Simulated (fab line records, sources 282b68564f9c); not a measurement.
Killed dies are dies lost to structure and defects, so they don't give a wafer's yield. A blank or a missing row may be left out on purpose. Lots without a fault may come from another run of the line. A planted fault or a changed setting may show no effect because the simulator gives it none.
fab line records | flow rit_cmos
record lots=5 wafers=15 last_day=7
route steps=202 shown M1@192
lots that met no fault: from a run of the same line without faults
start_h: hours from the record's first day to the start of the lot's first wafer shown | wait_h: hours since the lot's step before | " the same as in the row above | L1.1+2: a row that stands for several wafers | - no value, or no start given | * or withheld: withheld | < > ~ a bound
route shown NAME@n: a module of which the file shows steps, and the number in the route of the first | usual: mean/standard deviation of fault-free wafers | same: alike in all rows | chamber/n: place in a boat | sites: the reading at each site | _std_site: their standard deviation | _edge_site: outer sites' mean less inner sites' | radius_mm: how far each site lies from the wafer's centre | mask NAME#n: copy n | behind: the tool/chamber that last shaped the wafer | hold: why the lot was held/for how many hours/how that ended | device: the transistor (n, p or np) that didn't switch | end of line: the same wafers' tests at the end of the route | a step without rows: its recipe alone | killed: dies lost to structure and defects at the first sort, not the wafer's yield | map: a wafer's dies, x killed, . not, _ none there
set.NAME: the setting as run; set.NAME@STEP: as run at that earlier step | model.NAME: the simulator's own value behind a step, which no gauge read
lots at some steps of the route; a table a step, a row a wafer
services: from which hour (start_h, from the record's first day; less than 0 if before it) a tool's chamber was out of use, for how many hours, and why
## steps
# step RIT_M1_DEVELOP_08
# recipe resist=NOVOLAK develop_time_s=68 dev_temp_c=23
# columns lot.wafer tool chamber start_h wait_h
L074.1+2+4 litho_track-01 0 - -
L086.2+5+6 litho_track-04 0 - -
L087.1+3+6 litho_track-03 0 - -
L088.1+2+4 litho_track-03 0 - -
L095.1+3+4 litho_track-04 0 - -
# step RIT_M1_CD_MEAS_09
# recipe target_cd_nm=2600
# usual cd_nm=2600.1/2.9
# columns lot.wafer tool chamber start_h wait_h cd_nm
L074.1 cd_sem-01 - 66.84 - 2604.7
L074.2 " - " " 2602.4
L074.4 " - " " 2602.5
L086.2 cd_sem-02 - 120.63 - 2603.0
L086.5 " - " " 2605.8
L086.6 " - " " 2603.0
L087.1 cd_sem-01 - 125.72 - 2593.5
L087.3 " - " " 2594.3
L087.6 " - " " 2596.0
L088.1 cd_sem-02 - 133.35 - 2598.8
L088.2 " - " " 2599.4
L088.4 " - " " 2598.6
L095.1 cd_sem-01 - 167.28 - 2600.6
L095.3 " - " " 2599.9
L095.4 " - " " 2598.9
# step RIT_M1_OVL_MEAS_10
# usual M1_OVL=-0.7/1.8
# columns lot.wafer tool chamber start_h wait_h M1_OVL[nm]
L074.1 overlay-02 - 66.96 0.1 -3.8
L074.2 " - " " -2.7
L074.4 " - " " -3.5
L086.2 overlay-02 - 120.74 0.1 0.2
L086.5 " - " " 1.9
L086.6 " - " " 1.9
L087.1 overlay-02 - 125.84 0.1 1.6
L087.3 " - " " 0.5
L087.6 " - " " 0.7
L088.1 overlay-01 - 133.47 0.1 0.4
L088.2 " - " " 2.2
L088.4 " - " " 1.0
L095.1 overlay-02 - 167.40 0.1 1.9
L095.3 " - " " 2.1
L095.4 " - " " 0.2
# step RIT_M1_HARDBAKE_11
# recipe resist=NOVOLAK temp_c=140 time_s=120
# columns lot.wafer tool chamber start_h wait_h
L074.1+2+4 litho_track-03 0 67.01 0.0
L086.2+5+6 litho_track-03 0 120.81 0.1
L087.1+3+6 litho_track-03 0 125.88 0.0
L088.1+2+4 litho_track-04 0 133.50 0.0
L095.1+3+4 litho_track-04 0 167.44 0.0
# step RIT_M1_METAL_ETCH_12
# recipe stop_on=SiO2 chemistry=Cl2/BCl3 target=Al time_s=165 over_etch_frac=0.5 pressure_mtorr=100 target_depth_a=6000 rf_w=250 Cl2_flow_sccm=60 bcl3_flow_sccm=50
# usual drypump_motor_current_A=6.1/0.44 oes_product_au=0.779/0.011 rf_fwd_power_W=248.8/0.89 throttle_valve_pct=8.23/0.12
# columns lot.wafer tool chamber start_h wait_h drypump_motor_current_A oes_product_au rf_fwd_power_W rf_hours_counter_h throttle_valve_pct
L074.1 rie_metal-02 1 67.26 0.2 5.9 0.775 249.7 4 8.27
L074.2 " 0 " " 5.9 0.773 248.1 4 8.17
L074.4 " 0 " " 5.9 0.774 249.3 - 8.17
L086.2 rie_metal-02 1 121.02 0.2 5.9 0.778 249.5 4 8.27
L086.5 " 1 " " 5.9 0.780 248.8 - 8.28
L086.6 " 0 " " 5.9 0.772 249.2 - 8.16
L087.1 rie_metal-01 1 126.13 0.2 6.6 0.787 249.2 40 8.12
L087.3 " 1 " " 6.6 0.794 248.0 - 8.12
L087.6 " 0 " " 5.5 0.773 249.4 - 8.47
L088.1 rie_metal-04 0 133.75 0.2 6.8 0.761 247.5 3 8.09
L088.2 " 1 " " 5.7 0.793 248.8 3 8.30
L088.4 " 0 " " 6.8 0.760 249.5 - 8.09
L095.1 rie_metal-01 0 167.69 0.2 5.5 0.787 248.5 0 8.48
L095.3 " 0 " " 5.5 0.782 248.5 - 8.46
L095.4 " 1 " " 6.6 0.791 249.5 - 8.13
# step RIT_M1_STRIP_13
# recipe chemistry=nmp resist=NOVOLAK temp_c=80 time_s=600 dry=n2_spin
# columns lot.wafer tool chamber start_h wait_h
L074.1+2+4 wet_bench-01 0 67.42 0.1
L086.2+5+6 wet_bench-02 3 121.18 0.1
L087.1+3+6 wet_bench-04 2 126.29 0.1
L088.1+2+4 wet_bench-01 2 133.92 0.1
L095.1+3+4 wet_bench-01 1 167.85 0.1
# step RIT_M1_STRIP_14
# recipe chemistry=O2 time_s=180 platen_temp_c=withheld power_w=500 pressure_mtorr=4000 o2_flow_sccm=4000
# usual drypump_motor_current_A=5.8/0.53
# columns lot.wafer tool chamber start_h wait_h drypump_motor_current_A rf_hours_counter_h
L074.1 plasma_asher-03 1 67.60 0.0 6.4 42
L074.2 " 0 " " 6.4 42
L074.4 " 1 " " 6.4 -
L086.2 plasma_asher-02 1 121.36 0.0 5.3 46
L086.5 " 1 " " 5.3 -
L086.6 " 0 " " 6.1 -
L087.1 plasma_asher-02 1 126.47 0.0 5.3 46
L087.3 " 1 " " 5.3 -
L087.6 " 1 " " 5.3 -
L088.1 plasma_asher-03 0 134.09 0.0 6.4 49
L088.2 " 1 " " 6.4 49
L088.4 " 0 " " 6.5 -
L095.1 plasma_asher-04 1 168.03 0.0 5.0 5
L095.3 " 1 " " 5.0 -
L095.4 " 0 " " 6.0 -
# step RIT_M1_CD_MEAS_90
# recipe target_cd_nm=2600
# usual cd_nm=2600/3.2
# columns lot.wafer tool chamber start_h wait_h cd_nm
L074.1 cd_sem-02 - 67.77 0.1 2604
L074.2 " - " " 2602
L074.4 " - " " 2602
L086.2 cd_sem-01 - 121.55 0.1 2602
L086.5 " - " " 2606
L086.6 " - " " 2602
L087.1 cd_sem-01 - 126.64 0.1 2594
L087.3 " - " " 2593
L087.6 " - " " 2594
L088.1 cd_sem-01 - 134.27 0.1 2600
L088.2 " - " " 2602
L088.4 " - " " 2600
L095.1 cd_sem-02 - 168.20 0.1 2600
L095.3 " - " " 2600
L095.4 " - " " 2598
# step RIT_M1_ANNEAL_15
# recipe temp_c=450 time_s=1800 ambient=forming_gas_H2N2
# usual spike_tc_load_C=470.5/1 tube_center_temp_C=450/0.039
# columns lot.wafer tool chamber start_h wait_h spike_tc_load_C tube_center_temp_C
L074.1 furnace-02 0 67.89 0.1 470.2 449.98
L074.2 " 0 " " 469.0 450.01
L074.4 " 0 " " 471.0 449.94
L086.2 furnace-02 0 121.65 0.1 472.4 449.99
L086.5 " 0 " " 470.0 450.05
L086.6 " 0 " " 473.3 450
L087.1 furnace-02 0 126.76 0.1 471.8 450.01
L087.3 " 0 " " 470.5 449.98
L087.6 " 0 " " 470.9 450.03
L088.1 furnace-02 0 134.39 0.1 470.8 449.92
L088.2 " 0 " " 469.6 450.02
L088.4 " 0 " " 470.5 449.99
L095.1 furnace-02 0 168.32 0.1 469.5 449.99
L095.3 " 0 " " 470.9 449.98
L095.4 " 0 " " 470.5 450.06
# step RIT_M1_BOW_MEAS_16
# recipe mode=bow
# usual M1_BOW=16/7.1
# columns lot.wafer tool chamber start_h wait_h M1_BOW[um]
L074.1 film_metro-01 - 69.39 0.0 15
L074.2 " - " " 12
L074.4 " - " " 11
L086.2 film_metro-04 - 123.17 0.0 22
L086.5 " - " " 18
L086.6 " - " " 11
L087.1 film_metro-02 - 128.26 0.0 7
L087.3 " - " " 13
L087.6 " - " " 23
L088.1 film_metro-02 - 135.89 0.0 21
L088.2 " - " " 15
L088.4 " - " " 17
L095.1 film_metro-02 - 169.82 0.0 20
L095.3 " - " " 21
L095.4 " - " " 14
# step RIT_M1_PROBE_99
# usual defect_limited_yield=97.5/1.1 killed_at_contacts=0.1/0.27 killed_at_front_end=6.5/2.8 killed_dies=6.6/2.8 killed_open=3.5/2 killed_short=3.2/1.8 sort_bin_3_pad_short=0.1/0.26 sort_bin_5_function=1.5/0.72 sort_bin_6_memory=0.9/0.67 sort_n_pass=257.4/2.8 sort_yield_pct=97.5/1.1
# same gross_dies=264 killed_at_M0_to_M3=0 killed_at_M4_up=0 killed_at_back_side=0 killed_at_other=0
# columns lot.wafer tool chamber start_h wait_h defect_limited_yield[%] killed_at_contacts killed_at_front_end killed_dies killed_open killed_short sort_bin_3_pad_short[%] sort_bin_5_function[%] sort_bin_6_memory[%] sort_n_pass sort_yield_pct[%]
L074.1 prober-01 - 69.51 0.1 97.0 1 7 8 3 5 0 2.3 0.8 256.0 97.0
L074.2 prober-01 - 69.56 0.1 96.2 0 10 10 6 4 0 1.5 2.3 254.0 96.2
L074.4 prober-01 - 69.66 0.2 97.3 0 7 7 5 2 0.4 1.1 1.1 257.0 97.3
L087.1 prober-01 - 128.38 0.1 98.5 0 4 4 0 4 0 1.5 0 260.0 98.5
L087.3 prober-01 - 128.48 0.2 98.1 0 5 5 3 2 0 1.1 0.8 259.0 98.1
L087.6 prober-01 - 128.63 0.2 98.1 0 5 5 4 1 0 1.5 0.4 259.0 98.1
L088.1 prober-02 - 136.01 0.1 97.7 0 6 6 4 2 0 1.1 1.1 258.0 97.7
L088.2 prober-02 - 136.06 0.1 98.9 0 3 3 2 1 0 0.8 0.4 261.0 98.9
L088.4 prober-02 - 136.16 0.2 97.3 0 7 7 4 3 0.4 1.5 0.8 257.0 97.3
L095.1 prober-02 - 169.94 0.1 95.1 0 13 13 7 6 0 3.0 1.9 251.0 95.1
L095.3 prober-02 - 170.04 0.2 97.0 0 8 8 5 3 0 1.9 1.1 256.0 97.0
L095.4 prober-02 - 170.09 0.2 95.8 0 11 11 7 4 0 3.0 1.1 253.0 95.8
# killed by level:class
L074.1 GATE:geometric_particle:short=3 GATE:geometric_particle:open=2 FOX1:geometric_particle:open=1 REOX:geometric_particle:short=1 CONTACT:geometric_particle:short=1
L074.2 GATE:geometric_particle:open=4 GATE:geometric_particle:short=2 REOX:geometric_particle:open=2 REOX:geometric_particle:short=1 SPACER:geometric_particle:short=1
L074.4 FOX1:geometric_particle:open=3 GATE:geometric_particle:open=2 SPACER:geometric_particle:short=1 SILICIDE:geometric_particle:short=1
L087.1 FOX1:geometric_particle:short=2 GATE:geometric_particle:short=1 SPACER:geometric_particle:short=1
L087.3 GATE:geometric_particle:short=2 GATE:geometric_particle:open=2 SPACER:geometric_particle:open=1
L087.6 GATE:geometric_particle:open=3 FOX1:geometric_particle:short=1 SPACER:geometric_particle:open=1
L088.1 REOX:geometric_particle:open=2 FOX2:geometric_particle:short=1 GATE:geometric_particle:short=1 GATE:geometric_particle:open=1 SILICIDE:geometric_particle:open=1
L088.2 GATE:geometric_particle:open=2 SILICIDE:geometric_particle:short=1
L088.4 GATE:geometric_particle:open=2 FOX2:geometric_particle:open=1 GATE:geometric_particle:short=1 REOX:geometric_particle:open=1 SPACER:geometric_particle:short=1 SILICIDE:geometric_particle:short=1
L095.1 FOX2:geometric_particle:open=3 FOX1:geometric_particle:short=2 GATE:geometric_particle:short=2 REOX:geometric_particle:short=2 SPACER:geometric_particle:open=2 GATE:geometric_particle:open=1 REOX:geometric_particle:open=1
L095.3 SPACER:geometric_particle:open=4 ACTIVE:geometric_particle:short=1 FOX1:geometric_particle:short=1 FOX1:geometric_particle:open=1 GATE:geometric_particle:short=1
L095.4 FOX1:geometric_particle:open=3 FOX1:geometric_particle:short=2 REOX:geometric_particle:short=2 SPACER:geometric_particle:open=2 FOX2:geometric_particle:open=1 GATE:geometric_particle:open=1
## services
# columns tool chamber start_h hours kind
rie_metal-02 1 54.44 2.8 repair
rie_metal-04 - 92.72 0.5 repair
wet_bench-01 - 103.50 16.0 repair
plasma_asher-02 - 105.30 1.3 repair
plasma_asher-04 - 108.75 9.0 pm
plasma_asher-04 0 108.75 9.0 vent_cycle
plasma_asher-04 1 108.75 9.0 vent_cycle
plasma_asher-04 0 117.75 - clean
plasma_asher-04 1 117.75 - clean
rie_metal-02 0 127.95 6.3 repair
rie_metal-01 - 136.12 20.0 pm
rie_metal-01 0 136.12 20.0 vent_cycle
rie_metal-01 1 136.12 20.0 vent_cycle
plasma_asher-03 - 144.51 2.1 repair
rie_metal-01 0 156.12 - clean
rie_metal-01 1 156.12 - clean
## key
fault none
